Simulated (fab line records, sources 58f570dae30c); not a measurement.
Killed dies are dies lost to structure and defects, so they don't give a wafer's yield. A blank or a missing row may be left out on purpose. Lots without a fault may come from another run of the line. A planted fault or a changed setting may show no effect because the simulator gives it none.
Which tool did it? | flow berkeley_cmos170 | 13 lots, 39 wafers sampled, at 5 steps of a route of 331

WHAT THE GAUGES READ, wafer by wafer
UCB170_NLDD_CD_MEAS_06: target cd 1200 nm.
lot  | measured     | on        | cd_nm (nm)
L365 | day 8 08:58  | cd_sem-01 | 1198.3 1199.5 1199.1
L366 | day 8 09:55  | cd_sem-01 | 957.1 957.1 956.3
L367 | day 8 09:25  | cd_sem-02 | 1198.8 1199.6 1198.7
L368 | day 8 07:44  | cd_sem-01 | 1200.8 1203.0 1203.5
L372 | day 9 02:41  | cd_sem-01 | 1201.9 1201.8 1200.6
L375 | day 9 15:26  | cd_sem-01 | 1199.6 1199.0 1199.3
L377 | day 11 01:23 | cd_sem-01 | 1197.4 1198.0 1197.7
L378 | day 11 02:13 | cd_sem-01 | 1200.2 1200.6 1200.5
L380 | day 11 02:29 | cd_sem-02 | 1199.8 1199.2 1198.8
L379 | day 11 01:34 | cd_sem-02 | 1199.4 1198.8 1199.5
L382 | day 11 02:25 | cd_sem-01 | 1198.6 1197.5 1199.2
L383 | day 12 02:34 | cd_sem-02 | 1199.7 1199.0 1199.5
L384 | day 12 02:07 | cd_sem-01 | 1200.7 1199.3 1202.0

UCB170_M2_OVL_MEAS_16.
lot  | measured     | on         | M2_OVL (nm)
L365 | day 9 18:48  | overlay-01 | 3 0 7
L366 | day 9 17:15  | overlay-01 | -2 6 3
L367 | day 9 17:28  | overlay-02 | -3 -4 1
L368 | day 9 16:50  | overlay-02 | 2 5 7
L372 | day 10 08:23 | overlay-01 | 3 -6 -5
L375 | day 10 22:49 | overlay-02 | 5 0 8
L377 | day 12 05:42 | overlay-02 | 6 0 7
L378 | day 12 07:02 | overlay-02 | 8 5 10
L380 | day 12 06:50 | overlay-02 | 3 6 13
L379 | day 12 06:11 | overlay-02 | 9 8 16
L382 | day 12 06:26 | overlay-02 | -2 0 7
L383 | day 13 07:58 | overlay-02 | 2 4 6
L384 | day 13 06:17 | overlay-01 | 0 -1 2

WHICH TOOL RAN EACH LOT (tool, then ch and the chambers of the sampled wafers, then the start)
lot  | UCB170_ZERO_STRIP_07                | UCB170_PWELL_STRIP_16               | UCB170_NLDD_EXPOSE_03
L365 | plasma_asher-02 ch 0,1, day 2 17:31 | plasma_asher-01 ch 0,1, day 4 04:46 | krf_scanner-02 ch 0, day 8 07:20
L366 | plasma_asher-01 ch 0,1, day 2 17:49 | plasma_asher-01 ch 0,1, day 4 04:13 | krf_scanner-01 ch 0, day 8 08:10
L367 | plasma_asher-02 ch 0,1, day 3 00:04 | plasma_asher-01 ch 0,1, day 4 04:28 | krf_scanner-02 ch 0, day 8 07:57
L368 | plasma_asher-03 ch 0,1, day 3 00:16 | plasma_asher-04 ch 0,1, day 4 04:29 | krf_scanner-02 ch 0, day 8 06:26
L372 | plasma_asher-03 ch 0,1, day 4 00:13 | plasma_asher-02 ch 0,1, day 5 12:52 | krf_scanner-01 ch 0, day 9 01:59
L375 | plasma_asher-01 ch 0,1, day 4 09:31 | plasma_asher-01 ch 0,1, day 5 20:01 | krf_scanner-02 ch 0, day 9 14:23
L377 | plasma_asher-01 ch 0,1, day 5 08:43 | plasma_asher-04 ch 0,1, day 6 20:47 | krf_scanner-01 ch 0, day 11 00:20
L378 | plasma_asher-03 ch 0,1, day 5 08:56 | plasma_asher-01 ch 0,1, day 6 19:59 | krf_scanner-01 ch 0, day 11 01:07
L380 | plasma_asher-01 ch 0,1, day 5 18:19 | plasma_asher-01 ch 0,1, day 6 23:19 | krf_scanner-01 ch 0, day 11 01:40
L379 | plasma_asher-02 ch 0,1, day 5 18:35 | plasma_asher-02 ch 0,1, day 6 22:57 | krf_scanner-01 ch 0, day 11 00:28
L382 | plasma_asher-03 ch 0,1, day 5 21:04 | plasma_asher-01 ch 0,1, day 7 05:31 | krf_scanner-02 ch 0, day 11 01:28
L383 | plasma_asher-01 ch 0,1, day 6 05:48 | plasma_asher-02 ch 0,1, day 7 22:58 | krf_scanner-01 ch 0, day 12 02:10
L384 | plasma_asher-02 ch 0,1, day 6 12:14 | plasma_asher-01 ch 0,1, day 7 23:22 | krf_scanner-02 ch 0, day 12 01:44
- UCB170_ZERO_STRIP_07: strips in O2.
- UCB170_PWELL_STRIP_16: strips in O2.
- UCB170_NLDD_EXPOSE_03: exposes mask NSELECT, target cd 1200 nm.

WHAT THE TOOLS THEMSELVES READ (means of the sampled wafers that have a number; where no wafer has one, the mark that the record gives instead)
UCB170_ZERO_STRIP_07.
lot  | tool            | drypump_motor_current_A (A) | oes_product_au (a.u.) | strip_time_to_endpoint_s (s)
L365 | plasma_asher-02 | 5.4                         | 0.726                 | 21.45
L366 | plasma_asher-01 | 5.7                         | 0.728                 | 21.42
L367 | plasma_asher-02 | 5.4                         | 0.727                 | 21.53
L368 | plasma_asher-03 | 6.0                         | 0.723                 | 21.49
L372 | plasma_asher-03 | 6.1                         | 0.725                 | 21.55
L375 | plasma_asher-01 | 5.7                         | 0.729                 | 21.48
L377 | plasma_asher-01 | 5.7                         | 0.729                 | 21.45
L378 | plasma_asher-03 | 6.0                         | 0.728                 | 21.45
L380 | plasma_asher-01 | 5.6                         | 0.728                 | 21.51
L379 | plasma_asher-02 | 5.4                         | 0.726                 | 21.45
L382 | plasma_asher-03 | 6.0                         | 0.726                 | 21.52
L383 | plasma_asher-01 | 5.6                         | 0.726                 | 21.56
L384 | plasma_asher-02 | 5.3                         | 0.729                 | 21.49

UCB170_PWELL_STRIP_16.
lot  | tool            | drypump_motor_current_A (A) | oes_product_au (a.u.) | strip_time_to_endpoint_s (s)
L365 | plasma_asher-01 | 5.66                        | 0.719                 | 18.04
L366 | plasma_asher-01 | 5.68                        | 0.720                 | 18.12
L367 | plasma_asher-01 | 5.67                        | 0.718                 | 18.14
L368 | plasma_asher-04 | 6.01                        | 0.720                 | 18.06
L372 | plasma_asher-02 | 5.43                        | 0.719                 | 18.11
L375 | plasma_asher-01 | 5.66                        | 0.723                 | 18.16
L377 | plasma_asher-04 | 6.17                        | 0.718                 | 18.14
L378 | plasma_asher-01 | 5.66                        | 0.723                 | 18.18
L380 | plasma_asher-01 | 5.70                        | 0.718                 | 18.04
L379 | plasma_asher-02 | 5.31                        | 0.721                 | 18.08
L382 | plasma_asher-01 | 5.70                        | 0.722                 | 18.11
L383 | plasma_asher-02 | 5.41                        | 0.718                 | 18.07
L384 | plasma_asher-01 | 5.68                        | 0.721                 | 18.11

THE ANSWER, worked out from the rows above alone
Rule: what is usual is taken from the lots themselves. Put in order of their means at a reading, lots are off if they are a third of the lots or fewer, leave a main group of 4 or more, and stand apart from it by a gap of 3 or more times the standard deviation of the main group's means; of several such gaps the widest counts. A main group whose means are all the same, to the digits that the tables above print for the reading, isn't used. A lot without any number at a reading at which 4 lots or more have one is off too. The other lots that the step has rows for count as sound. The gauges are gone through in route order, then the tools' own readings, and for those a lot's mean is taken as printed above. The first step at which some lot is off is used, and at that step the reading that is off furthest; a lot without a number counts as furthest.
Off: L366, at UCB170_NLDD_CD_MEAS_06 (cd_nm). The main group: mean 1199.7 nm, standard deviation 1.3.
A tool fits if, at a process step before that reading, it ran every lot that is off, and no sound lot after the first of them. The gauges at UCB170_NLDD_CD_MEAS_06 are tried like those tools. None of those tried fits.

WHAT THE SIMULATOR HAD PUT IN
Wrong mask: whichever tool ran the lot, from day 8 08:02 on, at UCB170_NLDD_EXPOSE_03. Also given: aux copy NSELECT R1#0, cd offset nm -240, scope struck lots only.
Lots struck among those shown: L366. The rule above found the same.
